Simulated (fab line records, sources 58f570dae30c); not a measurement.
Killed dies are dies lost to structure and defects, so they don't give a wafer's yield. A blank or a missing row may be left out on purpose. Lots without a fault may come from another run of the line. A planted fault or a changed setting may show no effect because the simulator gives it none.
Which tool did it? | flow berkeley_cmos170 | 15 lots, 45 wafers sampled, at 5 steps of a route of 331

WHAT THE GAUGES READ, wafer by wafer
UCB170_V2_OVL_MEAS_13. Usual: V2_OVL 1 nm, standard deviation 5.2.
lot  | measured     | on         | V2_OVL (nm) | flag
L253 | day 8 10:43  | overlay-01 | 5 6 6       |
L254 | day 9 13:31  | overlay-01 | 5 3 0       |
L255 | day 10 01:04 | overlay-02 | 5 0 -6      |
L256 | day 10 03:35 | overlay-02 | -8 -1 -5    |
L258 | day 10 04:32 | overlay-02 | 12 6 13     |
L257 | day 10 04:46 | overlay-01 | 5 2 -2      |
L260 | day 10 12:08 | overlay-02 | -9 -5 -3    |
L259 | day 10 12:38 | overlay-02 | 10 10 14    |
L262 | day 10 16:43 | overlay-02 | 1 2 4       |
L265 | day 11 01:31 | overlay-01 | 5 -8 -1     |
L268 | day 12 10:04 | overlay-02 | -2 -2 5     |
L269 | day 12 10:10 | overlay-01 | -8 0 -3     |
L270 | day 12 10:23 | overlay-01 | 4 -1 -4     |
L273 | day 12 20:27 | overlay-01 | 4 7 -6      |
L275 | day 15 05:42 | overlay-02 | 4 0 1       |

UCB170_M3_RS_MEAS_02: measures by four-point-probe. Usual: M3_AL_RS 0.0323 ohm/sq, standard deviation 0.00035.
lot  | measured     | on            | M3_AL_RS (ohm/sq)    | flag
L253 | day 8 11:20  | film_metro-03 | 0.0318 0.0324 0.0318 |
L254 | day 9 14:06  | film_metro-04 | 0.0331 0.0326 0.0327 |
L255 | day 10 01:39 | film_metro-03 | 0.0322 0.0326 0.0323 |
L256 | day 10 04:11 | film_metro-02 | 0.0322 0.0330 0.0326 |
L258 | day 10 05:29 | film_metro-02 | 0.0157 0.0159 0.0157 | OFF
L257 | day 10 05:22 | film_metro-02 | 0.0324 0.0320 0.0321 |
L260 | day 10 12:59 | film_metro-03 | 0.0161 0.0160 0.0161 | OFF
L259 | day 10 13:13 | film_metro-03 | 0.0320 0.0324 0.0319 |
L262 | day 10 17:33 | film_metro-02 | 0.0160 0.0161 0.0159 | OFF
L265 | day 11 02:07 | film_metro-03 | 0.0326 0.0325 0.0323 |
L268 | day 12 10:39 | film_metro-02 | 0.0322 0.0326 0.0326 |
L269 | day 12 10:48 | film_metro-04 | 0.0327 0.0326 0.0320 |
L270 | day 12 10:59 | film_metro-03 | 0.0325 0.0322 0.0321 |
L273 | day 12 21:02 | film_metro-03 | 0.0327 0.0320 0.0316 |
L275 | day 15 06:17 | film_metro-03 | 0.0321 0.0321 0.0320 |

UCB170_M3_THK_MEAS_03: measures by xrf. Usual: M3_AL_THK 902 nm, standard deviation 11.
lot  | measured     | on            | M3_AL_THK (nm) | flag
L253 | day 8 11:28  | film_metro-03 | 920 906 924    |
L254 | day 9 14:13  | film_metro-04 | 886 897 901    |
L255 | day 10 01:46 | film_metro-03 | 907 897 904    |
L256 | day 10 04:18 | film_metro-02 | 901 875 886    |
L258 | day 10 05:40 | film_metro-02 | 1827 1814 1829 | OFF
L257 | day 10 05:29 | film_metro-02 | 892 903 905    |
L260 | day 10 13:06 | film_metro-03 | 1803 1814 1795 | OFF
L259 | day 10 13:20 | film_metro-03 | 917 899 918    |
L262 | day 10 17:40 | film_metro-02 | 1794 1784 1786 | OFF
L265 | day 11 02:13 | film_metro-03 | 901 908 913    |
L268 | day 12 10:46 | film_metro-02 | 896 886 886    |
L269 | day 12 10:54 | film_metro-04 | 896 897 914    |
L270 | day 12 11:05 | film_metro-03 | 897 911 911    |
L273 | day 12 21:09 | film_metro-03 | 890 910 923    |
L275 | day 15 06:24 | film_metro-03 | 909 910 910    |

WHICH TOOL RAN EACH LOT (tool, then ch and the chambers of the sampled wafers, then the start)
lot  | UCB170_V2_ETCH_14                  | UCB170_M3_SPUTTER_01
L253 | rie_diel-04 ch 0,2,3, day 8 10:44  | pvd_sputter-03, day 8 11:15
L254 | rie_diel-02 ch 0,2,3, day 9 13:33  | pvd_sputter-03, day 9 14:01
L255 | rie_diel-01 ch 0,3, day 10 01:06   | pvd_sputter-03, day 10 01:34
L256 | rie_diel-01 ch 0,3, day 10 03:37   | pvd_sputter-04, day 10 04:05
L258 | rie_diel-04 ch 0,2,3, day 10 04:34 | pvd_sputter-03, day 10 05:02
L257 | rie_diel-02 ch 0,1, day 10 04:48   | pvd_sputter-02, day 10 05:16
L260 | rie_diel-01 ch 0,1,3, day 10 12:10 | pvd_sputter-02, day 10 12:38
L259 | rie_diel-01 ch 0,1,3, day 10 12:40 | pvd_sputter-03, day 10 13:07
L262 | rie_diel-02 ch 0,1, day 10 16:45   | pvd_sputter-03, day 10 17:13
L265 | rie_diel-04 ch 1,2, day 11 01:32   | pvd_sputter-03, day 11 02:00
L268 | rie_diel-04 ch 0,1, day 12 10:06   | pvd_sputter-04, day 12 10:34
L269 | rie_diel-01 ch 0,1,3, day 12 10:11 | pvd_sputter-03, day 12 10:39
L270 | rie_diel-04 ch 1,2, day 12 10:25   | pvd_sputter-02, day 12 10:53
L273 | rie_diel-01 ch 0,2,3, day 12 20:29 | pvd_sputter-04, day 12 20:57
L275 | rie_diel-04 ch 0,1,2, day 15 05:44 | pvd_sputter-03, day 15 06:12
- UCB170_V2_ETCH_14: etches SiO2 in CHF3/CF4/Ar, stops on Al, target depth 1250 nm, time 291 s.
- UCB170_M3_SPUTTER_01: material Al, target thk 900 nm, time 120 s.

WHAT THE TOOLS THEMSELVES READ (means of the sampled wafers that have a number; where no wafer has one, the mark that the record gives instead)
UCB170_V2_ETCH_14. Usual: cf4_flow_sccm 14.99 sccm, standard deviation 0.045; drypump_motor_current_A 5.5 A, standard deviation 0.36; oes_product_au 0.873 a.u., standard deviation 0.014; throttle_valve_pct 6.88 %, standard deviation 0.11.
lot  | tool        | cf4_flow_sccm (sccm) | drypump_motor_current_A (A) | oes_product_au (a.u.) | throttle_valve_pct (%) | flag
L253 | rie_diel-04 | 14.96                | 5.7                         | 0.867                 | 6.83                   |
L254 | rie_diel-02 | 15.05                | 5.6                         | 0.871                 | 6.85                   |
L255 | rie_diel-01 | 15.00                | 5.4                         | 0.863                 | 6.95                   |
L256 | rie_diel-01 | 14.97                | 5.4                         | 0.862                 | 6.94                   |
L258 | rie_diel-04 | 14.95                | 5.8                         | 0.875                 | 6.84                   |
L257 | rie_diel-02 | 14.99                | 5.3                         | 0.891                 | 6.79                   |
L260 | rie_diel-01 | 15.02                | 5.4                         | 0.862                 | 6.97                   |
L259 | rie_diel-01 | 15.01                | 5.4                         | 0.862                 | 6.97                   |
L262 | rie_diel-02 | 14.98                | 5.3                         | 0.888                 | 6.79                   |
L265 | rie_diel-04 | 15.00                | 5.7                         | 0.876                 | 6.80                   |
L268 | rie_diel-04 | 14.98                | 5.5                         | 0.878                 | 6.81                   |
L269 | rie_diel-01 | 15.02                | 5.4                         | 0.863                 | 6.96                   |
L270 | rie_diel-04 | 15.05                | 5.7                         | 0.876                 | 6.81                   |
L273 | rie_diel-01 | 14.97                | 5.7                         | 0.867                 | 7.00                   |
L275 | rie_diel-04 | 14.98                | 5.6                         | 0.877                 | 6.82                   |

UCB170_M3_SPUTTER_01. Usual: throttle_valve_pct 30.2 %, standard deviation 0.96.
lot  | tool           | throttle_valve_pct (%) | flag
L253 | pvd_sputter-03 | 30.4                   |
L254 | pvd_sputter-03 | 30.1                   |
L255 | pvd_sputter-03 | 30.6                   |
L256 | pvd_sputter-04 | 30.0                   |
L258 | pvd_sputter-03 | 30.1                   |
L257 | pvd_sputter-02 | 30.3                   |
L260 | pvd_sputter-02 | 30.3                   |
L259 | pvd_sputter-03 | 30.5                   |
L262 | pvd_sputter-03 | 30.1                   |
L265 | pvd_sputter-03 | 30.5                   |
L268 | pvd_sputter-04 | 29.9                   |
L269 | pvd_sputter-03 | 30.2                   |
L270 | pvd_sputter-02 | 31.2                   |
L273 | pvd_sputter-04 | 29.2                   |
L275 | pvd_sputter-03 | 30.9                   |

THE ANSWER, worked out from the rows above alone
Rule: a lot is off if the mean of its wafers that have a number lies more than 3 standard deviations from the usual mean. A lot without any number at a reading at which 4 lots or more have one is off too. The other lots that the step has rows for count as sound. The gauges are gone through in route order, then the tools' own readings, and for those a lot's mean is taken as printed above. The first step at which some lot is off is used, and at that step the reading that is off furthest; a lot without a number counts as furthest.
Off: L258, L260, L262, at UCB170_M3_RS_MEAS_02 (M3_AL_RS).
A tool fits if, at a process step before that reading, it ran every lot that is off, and no sound lot after the first of them. The gauges at UCB170_M3_RS_MEAS_02 are tried like those tools. None of those tried fits.

WHAT THE SIMULATOR HAD PUT IN
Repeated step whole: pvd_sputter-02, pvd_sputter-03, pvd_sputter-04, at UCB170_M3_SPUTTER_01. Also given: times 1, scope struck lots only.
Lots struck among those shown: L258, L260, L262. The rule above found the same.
